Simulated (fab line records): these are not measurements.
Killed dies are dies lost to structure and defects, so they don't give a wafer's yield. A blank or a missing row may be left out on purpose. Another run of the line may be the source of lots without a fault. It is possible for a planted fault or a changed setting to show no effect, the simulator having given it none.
fab line records    flow ritCmos
[record] lots = 6  wafers = 18  lastDay = 7
route steps=202 shown CONTACT@178 M1@184
lots that met no fault: from a run of the same line without faults
startH: start of the lot's first displayed wafer, in hours after the record's first day    waitH: hours since the lot's step before    " as in the row above    L1.1+2: a single row standing in for several wafers    - value missing, or start not given    * or withheld: withheld    < > ~ a bound
route shown NAME@n: a module of which the file shows steps, and the number in the route of the first    usual: mean/standard deviation of fault-free wafers    same: alike in all rows    chamber/n: place in a boat    sites: each site's reading    _std_site: standard deviation across them    _edge_site: inner sites' mean taken away from outer sites' mean    radiusMm: for every site, how far away it sits from the centre of the wafer    mask NAME#n: copy n    behind: tool/chamber where the wafer was last shaped    hold: reason for holding the lot/hours on hold/outcome of the hold    device: the n, p or np transistor that did not switch    end of line: the same wafers' tests at the end of the route    where a step has no rows: the recipe by itself    killed: dies lost to structure and defects at the first sort, not the wafer's yield    map: shows each die of a wafer: x if killed, . if not, _ if none is there
set.NAME: the setting as run; set.NAME@STEP: as run at that earlier step    model.NAME: the simulator's own value behind a step, which no gauge read
a table for each step, a row for each wafer; lots at some steps of the route
services: a tool's chamber out of use, with start hour (startH, from the record's first day; less than 0 if before it), hours out, and reason
[[steps]]
[step RIT_CONTACT_HARDBAKE_10]
[recipe] resist = NOVOLAK  tempC = 140  timeS = 60
[step RIT_CONTACT_ETCH_11]
[recipe] targetDepthA = 4800  overEtchFrac = 0.2  stopOn = TiSi2  chemistry = CHF3/CF4/Ar  target = SiO2  CHF3_flow_sccm = 50  cf4FlowSccm = 10  Ar_flow_sccm = 100  O2_flow_sccm = 5  pressureMtorr = 100  rfW = 205.5  timeS = 320
[usual] O2_flow_sccm = 5.000/0.014  drypumpMotorCurrentA = 5.8/0.58  oesProductAu = 0.987/0.018  throttleValvePct = 8.85/0.11
lot.wafer  tool        chamber  startH  waitH  O2_flow_sccm  drypumpMotorCurrentA  oesProductAu  rfHoursCounterH  throttleValvePct
L674.1     rieDiel-01  1        84.05   0.1    5.004         6.6                   0.975         18               8.84
L674.2     "           0        "       "      5.004         5.2                   0.996         158              8.79
L674.5     "           0        "       "      4.994         5.2                   1.004         -                8.79
L675.3     rieDiel-04  3        92.78   0.1    4.989         6.4                   0.982         3                8.56
L675.4     "           2        "       "      4.976         5.4                   0.987         105              8.96
L675.6     "           2        "       "      4.995         5.4                   0.985         -                8.96
L676.1     rieDiel-03  1        94.05   0.1    4.976         6.1                   0.983         1                8.78
L676.3     "           2        "       "      5.009         6.0                   0.982         23               8.83
L676.4     "           3        "       "      4.979         5.5                   1.007         147              9.02
L677.3     rieDiel-04  3        98.33   0.1    5.018         6.4                   0.974         3                8.54
L677.5     "           0        "       "      4.990         6.3                   0.969         -                8.82
L677.6     "           2        "       "      4.994         5.3                   0.981         -                8.95
L688.4     rieDiel-01  2        157.00  0.1    4.998         5.2                   0.960         20               8.90
L688.5     "           2        "       "      4.981         5.2                   0.956         -                8.91
L688.6     "           1        "       "      4.995         6.6                   0.985         -                8.85
L689.1     rieDiel-04  2        159.73  0.1    4.989         5.3                   0.982         107              8.97
L689.2     "           1        "       "      5.012         4.7                   0.984         74               8.91
L689.3     "           0        "       "      4.992         6.3                   0.969         137              8.82
[step RIT_CONTACT_STRIP_12]
[recipe] chemistry = O2  timeS = 180  resist = NOVOLAK  platenTempC = withheld  powerW = 500  pressureMtorr = 4000  o2FlowSccm = 4000
[usual] drypumpMotorCurrentA = 5.8/0.66
lot.wafer  tool            chamber  startH  waitH  drypumpMotorCurrentA  rfHoursCounterH
L674.1     plasmaAsher-03  1        84.25   0.1    4.9                   43
L674.2     "               0        "       "      6.2                   43
L674.5     "               1        "       "      4.9                   -
L675.3     plasmaAsher-03  1        93.03   0.2    4.9                   -
L675.4     "               0        "       "      6.2                   -
L675.6     "               0        "       "      6.2                   -
L676.1     plasmaAsher-04  1        94.25   0.1    5.2                   48
L676.3     "               0        "       "      6.3                   -
L676.4     "               1        "       "      5.2                   -
L677.3     plasmaAsher-02  1        98.58   0.2    6.6                   -
L677.5     "               1        "       "      6.6                   -
L677.6     "               0        "       "      6.1                   -
L688.4     plasmaAsher-02  1        157.25  0.2    6.6                   -
L688.5     "               0        "       "      6.1                   -
L688.6     "               1        "       "      6.6                   -
L689.1     plasmaAsher-02  1        159.93  0.1    6.6                   36
L689.2     "               0        "       "      6.1                   36
L689.3     "               0        "       "      6.1                   -
[step RIT_CONTACT_CD_MEAS_90]
[recipe] targetCdNm = 1000
[usual] cdNm = 1000.3/1.9
lot.wafer  tool      chamber  startH  waitH  cdNm
L674.1     cdSem-02  -        84.42   0.1    1000.0
L674.2     "         -        "       "      999.5
L674.5     "         -        "       "      999.4
L675.3     cdSem-01  -        93.19   0.1    998.7
L675.4     "         -        "       "      998.4
L675.6     "         -        "       "      997.9
L676.1     cdSem-02  -        94.42   0.1    1000.2
L676.3     "         -        "       "      998.5
L676.4     "         -        "       "      1000.4
L677.3     cdSem-02  -        98.74   0.1    1003.5
L677.5     "         -        "       "      1002.0
L677.6     "         -        "       "      1003.7
L688.4     cdSem-02  -        157.43  0.1    998.5
L688.5     "         -        "       "      1001.0
L688.6     "         -        "       "      1002.0
L689.1     cdSem-02  -        160.10  0.1    1000.1
L689.2     "         -        "       "      999.6
L689.3     "         -        "       "      998.6
[step RIT_CONTACT_CLEAN_13]
[recipe] chemistry = SC1  mix = 3:3:50  timeS = 600  tempC = 75
[step RIT_CONTACT_CLEAN_14]
[recipe] chemistry = SC2  mix = 3:3:50  timeS = 600  tempC = 75  dry = n2Spin
[step RIT_M1_SPUTTER_00]
[recipe] material = Al  targetThkNm = 400  powerW = 2000  chamberPressurePa = 0.4  gas = Ar  timeS = 500  substrateTempC = 25
[usual] cathodeDcPowerW = 2000.0/0.36  substrateTempC = 25.00/0.1  throttleValvePct = 30.3/1.2
lot.wafer  tool           chamber  startH  waitH  cathodeDcPowerW  substrateTempC  throttleValvePct
L674.1     pvdSputter-03  -        85.07   0.0    1999.4           25.20           28.0
L674.2     "              -        "       "      2000.2           24.86           30.1
L674.5     "              -        "       "      2000.1           24.91           31.7
L675.3     pvdSputter-02  -        93.81   0.0    2000.2           25.02           29.7
L675.4     "              -        "       "      2000.3           25.19           31.7
L675.6     "              -        "       "      2000.3           24.99           31.8
L676.1     pvdSputter-03  -        95.07   0.0    2000.2           25.06           31.1
L676.3     "              -        "       "      2000.4           25.03           28.1
L676.4     "              -        "       "      2000.1           25.04           31.6
L677.3     pvdSputter-02  -        99.34   0.0    1999.9           24.86           30.0
L677.5     "              -        "       "      2000.1           24.86           30.4
L677.6     "              -        "       "      1999.8           24.89           31.8
L688.4     pvdSputter-04  -        158.02  0.0    2000.2           25.03           28.2
L688.5     "              -        "       "      1999.7           24.87           28.7
L688.6     "              -        "       "      2000.2           25.10           30.6
L689.1     pvdSputter-02  -        160.57  0.0    1999.4           24.93           29.6
L689.2     "              -        "       "      1999.8           25.01           30.1
L689.3     "              -        "       "      2000.2           24.80           29.9
[step RIT_M1_RS_MEAS_01]
[recipe] thkMeasGauge = four-point-probe  reads = Al_of_M1_SPUTTER_00
[usual] M1_AL_RS = 0.0735/0.00098
lot.wafer  tool          chamber  startH  waitH  M1_AL_RS[ohm/sq]
L674.1     filmMetro-03  -        85.36   0.1    0.0730
L674.2     "             -        "       "      0.0740
L674.5     "             -        "       "      0.0747
L675.3     filmMetro-04  -        94.15   0.2    0.0730
L675.4     "             -        "       "      0.0750
L675.6     "             -        "       "      0.0747
L676.1     filmMetro-03  -        95.36   0.1    0.0742
L676.3     "             -        "       "      0.0730
L676.4     "             -        "       "      0.0750
L677.3     filmMetro-03  -        99.68   0.2    0.0725
L677.5     "             -        "       "      0.0732
L677.6     "             -        "       "      0.0739
L688.4     filmMetro-04  -        158.37  0.2    0.0733
L688.5     "             -        "       "      0.0747
L688.6     "             -        "       "      0.0744
L689.1     filmMetro-04  -        160.87  0.1    0.0724
L689.2     "             -        "       "      0.0732
L689.3     "             -        "       "      0.0713
[step RIT_M1_THK_MEAS_02]
[recipe] thkMeasGauge = xrf  reads = Al_of_M1_SPUTTER_00
[usual] M1_AL_THK = 407/5.9
lot.wafer  tool          chamber  startH  waitH  M1_AL_THK[nm]
L674.1     filmMetro-03  -        85.48   0.1    408
L674.2     "             -        "       "      403
L674.5     "             -        "       "      399
L675.3     filmMetro-04  -        94.25   0.1    410
L675.4     "             -        "       "      403
L675.6     "             -        "       "      403
L676.1     filmMetro-03  -        95.48   0.1    404
L676.3     "             -        "       "      409
L676.4     "             -        "       "      398
L677.3     filmMetro-03  -        99.78   0.1    415
L677.5     "             -        "       "      409
L677.6     "             -        "       "      405
L688.4     filmMetro-04  -        158.46  0.1    411
L688.5     "             -        "       "      405
L688.6     "             -        "       "      402
L689.1     filmMetro-04  -        160.99  0.1    413
L689.2     "             -        "       "      410
L689.3     "             -        "       "      423
[step RIT_M1_HMDS_03]
[recipe] primeTimeS = 60  primeTempC = 140
[step RIT_M1_COAT_04]
[recipe] resist = NOVOLAK  spinRpm = 2000  resistThkNm = 1300
[step RIT_M1_SOFTBAKE_05]
[recipe] resist = NOVOLAK  tempC = 90  timeS = 60
[step RIT_M1_EXPOSE_06]
[recipe] maskId = M12  na = 0.6  sourceShape = conventional  sigmaOuter = 0.5  targetCdNm = 2600  doseMj = 250
lot.wafer   tool             chamber  startH  waitH  mask   model.M1.overlayXNm
L674.1+2+5  ilineStepper-02  0        85.99   0.1    M12#0  -0.07469
L675.3+4+6  ilineStepper-02  0        94.78   0.1    M12#0  0.3363
L676.1+3+4  ilineStepper-01  0        96.12   0.2    M12#0  -0.5634
L677.3+5+6  ilineStepper-01  0        100.32  0.1    M12#0  0.2675
L688.4+5+6  ilineStepper-02  0        159.17  0.3    M12#0  360.6
L689.1+2+3  ilineStepper-02  0        161.50  0.1    M12#0  360.5
[step RIT_M1_PEB_07]
[recipe] resist = NOVOLAK  tempC = withheld  timeS = withheld
[step RIT_M1_DEVELOP_08]
[recipe] resist = NOVOLAK  developTimeS = 68  devTempC = 23
[step RIT_M1_CD_MEAS_09]
[recipe] targetCdNm = 2600
[usual] cdNm = 2600.4/2.5
lot.wafer  tool      chamber  startH  waitH  cdNm
L674.1     cdSem-01  -        86.42   -      2597.5
L674.2     "         -        "       "      2597.3
L674.5     "         -        "       "      2598.1
L675.3     cdSem-01  -        95.21   -      2603.6
L675.4     "         -        "       "      2603.2
L675.6     "         -        "       "      2604.8
L676.1     cdSem-01  -        96.55   -      2603.6
L676.3     "         -        "       "      2605.8
L676.4     "         -        "       "      2603.1
L677.3     cdSem-02  -        100.75  -      2601.8
L677.5     "         -        "       "      2602.4
L677.6     "         -        "       "      2602.9
L688.4     cdSem-02  -        159.60  -      2601.5
L688.5     "         -        "       "      2601.6
L688.6     "         -        "       "      2601.8
L689.1     cdSem-01  -        161.93  -      2606.5
L689.2     "         -        "       "      2604.5
L689.3     "         -        "       "      2603.2
[step RIT_M1_OVL_MEAS_10]
[usual] M1_OVL = 1.0/1.4
lot.wafer  tool        chamber  startH  waitH  M1_OVL[nm]
L674.1     overlay-01  -        86.54   0.1    1.3
L674.2     "           -        "       "      1.7
L674.5     "           -        "       "      1.4
L675.3     overlay-01  -        95.30   0.1    -0.4
L675.4     "           -        "       "      0.5
L675.6     "           -        "       "      1.0
L676.1     overlay-02  -        96.67   0.1    1.0
L676.3     "           -        "       "      -0.5
L676.4     "           -        "       "      -1.6
L677.3     overlay-02  -        100.84  0.1    0.3
L677.5     "           -        "       "      0.9
L677.6     "           -        "       "      0.9
L688.4     overlay-02  -        159.68  0.1    362.2
L688.5     "           -        "       "      362.2
L688.6     "           -        "       "      361.7
L689.1     overlay-02  -        162.05  0.1    362.5
L689.2     "           -        "       "      361.5
L689.3     "           -        "       "      362.5
[step RIT_M1_HARDBAKE_11]
[recipe] resist = NOVOLAK  tempC = 140  timeS = 120
[step RIT_M1_PROBE_99]
[usual] defectLimitedYield = 97.3/1.2  killed_at_M0_to_M3 = 0.1/0.34  killedAtFrontEnd = 7/3.1  killedDies = 7/3.1  killedOpen = 3.5/1.9  killedShort = 3.4/2.1
[same] grossDies = 264  killed_at_M4_up = 0  killedAtBackSide = 0  killedAtContacts = 0  killedAtOther = 0
lot.wafer  tool       chamber  startH  waitH  defectLimitedYield[%]  killed_at_M0_to_M3  killedAtFrontEnd  killedDies  killedOpen  killedShort  model.etest.tester.sortNPass  model.etest.tester.sortYieldPct  model.etest.nmos_0p15.junctionLog10AUm  model.etest.nmosNarrow.offLog10AUm  model.etest.nmos_0p3.offLog10AUm  model.etest.gateEndArray.leakLog10AUm  model.etest.pmos_0p15.junctionLog10AUm  model.etest.contactDiodeArray.leakLog10A
L674.1     prober-02  -        89.10   0.1    95.8                   0                   11                11          8           3            253                           95.83                            -13.61                                  -13.25                              -13.11                            -12.98                                 -13.85                                  -9.58
L674.2     prober-02  -        89.15   0.1    97.7                   0                   6                 6           2           4            258                           97.73                            -13.63                                  -13.19                              -13.04                            -12.93                                 -13.76                                  -9.335
L674.5     prober-02  -        89.30   0.2    97.7                   0                   6                 6           3           3            258                           97.73                            -13.44                                  -13.27                              -13.08                            -12.8                                  -13.79                                  -9.42
L675.3     prober-01  -        98.95   0.2    98.1                   0                   5                 5           2           3            259                           98.11                            -13.6                                   -13.21                              -13.01                            -12.9                                  -13.7                                   -9.658
L675.4     prober-01  -        99.00   0.2    98.1                   0                   5                 5           2           3            259                           98.11                            -13.46                                  -13.31                              -13                               -12.97                                 -13.84                                  -9.492
L675.6     prober-01  -        99.10   0.2    94.7                   0                   14                14          5           9            250                           94.7                             -13.57                                  -13.23                              -13.05                            -12.82                                 -13.8                                   -9.438
L676.1     prober-02  -        100.35  0.1    96.6                   1                   8                 9           2           7            255                           96.59                            -13.52                                  -13.44                              -13.01                            -12.84                                 -13.89                                  -9.328
L676.3     prober-02  -        100.45  0.2    98.1                   0                   5                 5           3           2            259                           98.11                            -13.59                                  -13.3                               -13.24                            -13                                    -13.74                                  -9.5
L676.4     prober-02  -        100.50  0.2    96.6                   0                   9                 9           6           3            255                           96.59                            -13.54                                  -13.46                              -13.32                            -13.22                                 -13.89                                  -9.573
L677.3     prober-01  -        106.27  0.2    96.6                   0                   9                 9           6           3            255                           96.59                            -13.57                                  -13.13                              -13.08                            -12.94                                 -13.9                                   -9.325
L677.5     prober-01  -        106.37  0.2    97.0                   0                   8                 8           6           2            256                           96.97                            -13.2                                   -13.29                              -12.94                            -12.85                                 -13.79                                  -9.542
L677.6     prober-01  -        106.42  0.2    97.3                   0                   7                 7           5           2            257                           97.35                            -13.33                                  -13.3                               -13.26                            -13.15                                 -13.82                                  -9.348
L688.4     prober-02  -        162.35  0.2    96.6                   0                   9                 9           4           5            29                            10.98                            -9.923                                  -9.923                              -9.923                            -9.727                                 -10.92                                  -6.724
L688.5     prober-02  -        162.40  0.2    96.6                   0                   9                 9           3           6            5                             1.894                            -9.796                                  -9.796                              -9.796                            -9.541                                 -10.8                                   -6.57
L688.6     prober-02  -        162.45  0.2    96.2                   0                   10                10          5           5            36                            13.64                            -9.927                                  -9.927                              -9.927                            -9.71                                  -10.93                                  -6.655
L689.1     prober-01  -        164.76  0.1    96.6                   0                   9                 9           6           3            3                             1.136                            -9.677                                  -9.677                              -9.677                            -9.496                                 -10.68                                  -6.494
L689.2     prober-01  -        164.81  0.1    98.1                   0                   5                 5           4           1            3                             1.136                            -9.728                                  -9.728                              -9.728                            -9.513                                 -10.73                                  -6.435
L689.3     prober-01  -        164.86  0.2    98.1                   0                   5                 5           4           1            38                            14.39                            -9.929                                  -9.929                              -9.929                            -9.741                                 -10.93                                  -6.696
// killed by level:class
L674.1 GATE:geometricParticle:open=5 FOX1:geometricParticle:open=2 REOX:geometricParticle:short=2 FOX1:geometricParticle:short=1 REOX:geometricParticle:open=1
L674.2 REOX:geometricParticle:short=2 FOX1:geometricParticle:short=1 GATE:geometricParticle:short=1 REOX:geometricParticle:open=1 SILICIDE:geometricParticle:open=1
L674.5 REOX:geometricParticle:short=2 FOX1:geometricParticle:open=1 FOX2:geometricParticle:open=1 GATE:geometricParticle:open=1 GATE:geometricParticle:short=1
L675.3 SPACER:geometricParticle:short=2 FOX2:geometricParticle:short=1 GATE:geometricParticle:open=1 SILICIDE:geometricParticle:open=1
L675.4 SILICIDE:geometricParticle:short=2 FOX2:geometricParticle:short=1 REOX:geometricParticle:open=1 SILICIDE:geometricParticle:open=1
L675.6 GATE:geometricParticle:short=3 FOX2:geometricParticle:short=2 GATE:geometricParticle:open=2 SILICIDE:geometricParticle:short=2 FOX1:geometricParticle:open=1 REOX:geometricParticle:short=1 SPACER:geometricParticle:open=1 SPACER:geometricParticle:short=1
L676.1 SILICIDE:geometricParticle:short=3 FOX1:geometricParticle:short=2 GATE:geometricParticle:short=2 SILICIDE:geometricParticle:open=1 M1:geometricParticle:open=1
L676.3 GATE:geometricParticle:open=2 FOX1:geometricParticle:short=1 REOX:geometricParticle:open=1 SILICIDE:geometricParticle:short=1
L676.4 REOX:geometricParticle:open=3 FOX1:geometricParticle:short=2 FOX1:geometricParticle:open=1 GATE:geometricParticle:open=1 GATE:geometricParticle:short=1 SILICIDE:geometricParticle:open=1
L677.3 SPACER:geometricParticle:open=5 SPACER:geometricParticle:short=2 REOX:geometricParticle:short=1 REOX:geometricParticle:open=1
L677.5 SPACER:geometricParticle:open=3 FOX1:geometricParticle:open=1 FOX2:geometricParticle:short=1 FOX2:geometricParticle:open=1 GATE:geometricParticle:short=1 SILICIDE:geometricParticle:open=1
L677.6 REOX:geometricParticle:open=4 GATE:geometricParticle:short=1 GATE:geometricParticle:open=1 REOX:geometricParticle:short=1
L688.4 GATE:geometricParticle:short=3 FOX1:geometricParticle:open=2 REOX:geometricParticle:short=2 REOX:geometricParticle:open=1 FOX2:geometricParticle:open=1
L688.5 GATE:geometricParticle:short=3 FOX2:geometricParticle:short=2 GATE:geometricParticle:open=2 ACTIVE:geometricParticle:open=1 SPACER:geometricParticle:short=1
L688.6 GATE:geometricParticle:short=3 GATE:geometricParticle:open=3 FOX2:geometricParticle:short=1 REOX:geometricParticle:open=1 SPACER:geometricParticle:open=1 SILICIDE:geometricParticle:short=1
L689.1 GATE:geometricParticle:open=2 SILICIDE:geometricParticle:open=2 FOX1:geometricParticle:open=1 FOX2:geometricParticle:open=1 GATE:geometricParticle:short=1 REOX:geometricParticle:short=1 SILICIDE:geometricParticle:short=1
L689.2 FOX1:geometricParticle:open=2 FOX1:geometricParticle:short=1 GATE:geometricParticle:open=1 REOX:geometricParticle:open=1
L689.3 GATE:geometricParticle:open=3 GATE:geometricParticle:short=1 REOX:geometricParticle:open=1
[[services]]
tool             chamber  startH  hours  kind
rieDiel-03       0        63.11   2.6    repair
rieDiel-04       -        75.68   0.6    repair
ilineStepper-02  -        88.26   3.6    repair
ilineStepper-01  0        95.17   -      calibration
rieDiel-03       2        97.12   7.6    repair
rieDiel-04       1        97.35   7.6    repair
pvdSputter-04    -        97.90   2.4    repair
pvdSputter-04    -        100.49  1.0    repair
rieDiel-04       0        101.10  4.5    repair
plasmaAsher-04   -        101.70  3.8    repair
rieDiel-03       1        102.63  6.6    repair
rieDiel-01       0        106.33  -      clean
rieDiel-01       0        106.33  22.8   scheduledDown
rieDiel-01       0        106.33  22.8   ventCycle
plasmaAsher-04   -        108.75  9.0    pm
rieDiel-04       3        109.76  2.6    repair
ilineStepper-02  -        113.33  2.4    repair
rieDiel-04       0        121.56  1.8    repair
ilineStepper-02  -        134.87  2.1    pm
ilineStepper-02  -        136.95  -      consumableReplace:lamp
rieDiel-03       2        139.12  8.5    repair
ilineStepper-01  -        157.58  1.7    pm
ilineStepper-01  -        160.63  6.0    repair
plasmaAsher-03   -        160.65  8.0    repair
[[key]]
[firstSign] step = RIT_M1_OVL_MEAS_10  reading = M1_OVL  direction = up  sigmas = 99+  usual = 1.0  struck = 362.1
effect none on later readings
[modelEffect] step = RIT_M1_EXPOSE_06  value = M1.overlayXNm  without = 0.5739  struck = 360.6
[modelEffect] step = RIT_M1_PROBE_99  value = etest.tester.sortNPass  without = 256.2  struck = 19
metAt RIT_M1_EXPOSE_06
struckWafers L688.4,L688.5,L688.6,L689.1,L689.2,L689.3
onsetBetween 94.78 159.17
alsoFits time
[fault] kind = scannerMatchingOverlay  tool = ilineStepper-02  chamber = -  onsetH = 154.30  steps = RIT_M1_EXPOSE_06  offset = 360
